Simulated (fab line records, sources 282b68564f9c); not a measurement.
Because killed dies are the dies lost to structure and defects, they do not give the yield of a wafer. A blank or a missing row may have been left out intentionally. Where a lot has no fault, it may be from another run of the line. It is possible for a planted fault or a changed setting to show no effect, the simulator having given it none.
Which tool was responsible? :: flow rit_cmos :: 13 lots, 39 wafers sampled, at 2 steps of a route of 202

WHAT EACH GAUGE READ, for each wafer
The record holds no reading of a measuring or inspecting step that can be judged against a usual standard deviation.

WHICH TOOL RAN EACH LOT (tool, then ch and the chambers of the sampled wafers, then the start)
lot: L146
RIT_CONTACT_CVD_00: pecvd-01 ch 0,1,2, day 3 11:46
RIT_M1_PROBE_99: prober-02, day 3 18:29

lot: L148
RIT_CONTACT_CVD_00: pecvd-01 ch 1,2, day 3 17:53
RIT_M1_PROBE_99: prober-02, day 4 01:41

lot: L149
RIT_CONTACT_CVD_00: pecvd-03 ch 0,1,2, day 3 23:10
RIT_M1_PROBE_99: prober-01, day 4 06:16

lot: L151
RIT_CONTACT_CVD_00: pecvd-01 ch 0,1,2, day 4 11:11
RIT_M1_PROBE_99: prober-01, day 4 17:32

lot: L153
RIT_CONTACT_CVD_00: pecvd-04 ch 1,2, day 4 23:12
RIT_M1_PROBE_99: prober-01, day 5 05:50

lot: L154
RIT_CONTACT_CVD_00: pecvd-01 ch 1,2, day 5 04:10
RIT_M1_PROBE_99: prober-02, day 5 10:52

lot: L155
RIT_CONTACT_CVD_00: pecvd-03 ch 0,1,2, day 5 07:25
RIT_M1_PROBE_99: prober-01, day 5 14:29

lot: L156
RIT_CONTACT_CVD_00: pecvd-04 ch 0,1,2, day 5 12:32
RIT_M1_PROBE_99: prober-02, day 5 19:52

lot: L160
RIT_CONTACT_CVD_00: pecvd-01 ch 0,2, day 6 06:08
RIT_M1_PROBE_99: prober-02, day 6 12:32

lot: L162
RIT_CONTACT_CVD_00: pecvd-04 ch 0,1,2, day 6 16:06
RIT_M1_PROBE_99: prober-02, day 6 22:38

lot: L164
RIT_CONTACT_CVD_00: pecvd-03 ch 0,1, day 7 00:40
RIT_M1_PROBE_99: prober-02, day 7 07:18

lot: L165
RIT_CONTACT_CVD_00: pecvd-04 ch 0,1,2, day 7 06:17
RIT_M1_PROBE_99: prober-01, day 7 12:34

lot: L167
RIT_CONTACT_CVD_00: pecvd-03 ch 1,2, day 7 16:11
RIT_M1_PROBE_99: prober-01, day 7 22:34
- RIT_CONTACT_CVD_00: deposits SiO2 from TEOS, target thk 400 nm, time 61 s.
- RIT_M1_PROBE_99

AS READ BY THE TOOLS THEMSELVES (means over the sampled wafers that have a number; for cases with no such wafer, the mark the record gives instead)
RIT_CONTACT_CVD_00. Usual: heater_power_w 321 W, standard deviation 55.
lot: L146
tool: pecvd-01
heater_power_w (W): 304
flag: 

lot: L148
tool: pecvd-01
heater_power_w (W): 298
flag: 

lot: L149
tool: pecvd-03
heater_power_w (W): 310
flag: 

lot: L151
tool: pecvd-01
heater_power_w (W): 285
flag: 

lot: L153
tool: pecvd-04
heater_power_w (W): 414
flag: 

lot: L154
tool: pecvd-01
heater_power_w (W): 289
flag: 

lot: L155
tool: pecvd-03
heater_power_w (W): 320
flag: 

lot: L156
tool: pecvd-04
heater_power_w (W): 359
flag: 

lot: L160
tool: pecvd-01
heater_power_w (W): 317
flag: 

lot: L162
tool: pecvd-04
heater_power_w (W): 379
flag: 

lot: L164
tool: pecvd-03
heater_power_w (W): 289
flag: 

lot: L165
tool: pecvd-04
heater_power_w (W): 382
flag: 

lot: L167
tool: pecvd-03
heater_power_w (W): 321
flag: 

RIT_M1_PROBE_99. Usual: killed_at_contacts 0.0, standard deviation 0.22; killed_at_front_end 6.9, standard deviation 3; killed_dies 6.9, standard deviation 3; killed_on_rim 1.9, standard deviation 1.5; killed_open 3.5, standard deviation 2; killed_short 3.4, standard deviation 2.1.
lot: L146
tool: prober-02
killed_at_contacts: 0.3
killed_at_front_end: 11.0
killed_dies: 11.3
killed_on_rim: 4.3
killed_open: 7.0
killed_short: 3.7
flag: 

lot: L148
tool: prober-02
killed_at_contacts: 0.3
killed_at_front_end: 6.7
killed_dies: 7.0
killed_on_rim: 2.3
killed_open: 5.0
killed_short: 2.0
flag: 

lot: L149
tool: prober-01
killed_at_contacts: 0.0
killed_at_front_end: 6.7
killed_dies: 6.7
killed_on_rim: 1.0
killed_open: 2.3
killed_short: 4.3
flag: 

lot: L151
tool: prober-01
killed_at_contacts: 0.0
killed_at_front_end: 4.3
killed_dies: 4.3
killed_on_rim: 1.3
killed_open: 2.0
killed_short: 2.3
flag: 

lot: L153
tool: prober-01
killed_at_contacts: 0.0
killed_at_front_end: 4.7
killed_dies: 4.7
killed_on_rim: 1.7
killed_open: 2.7
killed_short: 2.0
flag: 

lot: L154
tool: prober-02
killed_at_contacts: 0.3
killed_at_front_end: 5.0
killed_dies: 5.3
killed_on_rim: 1.7
killed_open: 2.7
killed_short: 2.7
flag: 

lot: L155
tool: prober-01
killed_at_contacts: 0.0
killed_at_front_end: 8.3
killed_dies: 8.3
killed_on_rim: 2.3
killed_open: 2.0
killed_short: 6.3
flag: 

lot: L156
tool: prober-02
killed_at_contacts: 0.0
killed_at_front_end: 5.7
killed_dies: 5.7
killed_on_rim: 2.0
killed_open: 3.0
killed_short: 2.7
flag: 

lot: L160
tool: prober-02
killed_at_contacts: 1.7
killed_at_front_end: 4.7
killed_dies: 6.3
killed_on_rim: 1.3
killed_open: 2.3
killed_short: 2.3
flag: OFF

lot: L162
tool: prober-02
killed_at_contacts: 0.0
killed_at_front_end: 8.3
killed_dies: 8.3
killed_on_rim: 1.7
killed_open: 2.0
killed_short: 6.3
flag: 

lot: L164
tool: prober-02
killed_at_contacts: 0.0
killed_at_front_end: 6.3
killed_dies: 6.3
killed_on_rim: 1.7
killed_open: 3.3
killed_short: 3.0
flag: 

lot: L165
tool: prober-01
killed_at_contacts: 0.0
killed_at_front_end: 6.3
killed_dies: 6.3
killed_on_rim: 3.3
killed_open: 2.7
killed_short: 3.7
flag: 

lot: L167
tool: prober-01
killed_at_contacts: 0.0
killed_at_front_end: 5.7
killed_dies: 5.7
killed_on_rim: 2.7
killed_open: 1.0
killed_short: 4.7
flag: 

THE ANSWER, worked out from the rows above alone
Rule: a lot counts as off when the mean over its wafers that have a number is more than 3 standard deviations away from the usual mean. A lot without any number at a reading at which 4 lots or more have one is off too. Any other lot the step has rows for is counted as sound. After the gauges, taken in route order, come the tools' own readings; for these a lot's mean is taken, as printed above. At the first step where some lot is off, the reading lying furthest off is the one used; lots without a number count as furthest.
Off: L160 (RIT_M1_PROBE_99, killed_at_contacts).
If a tool, at that step or one of the process steps before it, ran each lot that is off and ran no sound lot following the first of them, it fits. One fits: pecvd-01 at RIT_CONTACT_CVD_00. A fault onset in the window from L154 (day 5 04:10, its last sound lot) to L160 (day 6 06:08, its first lot off) fits.

WHAT THE SIMULATOR HAD INSERTED
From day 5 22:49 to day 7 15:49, pecvd-01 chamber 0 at RIT_CONTACT_CVD_00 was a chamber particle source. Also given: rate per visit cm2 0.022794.
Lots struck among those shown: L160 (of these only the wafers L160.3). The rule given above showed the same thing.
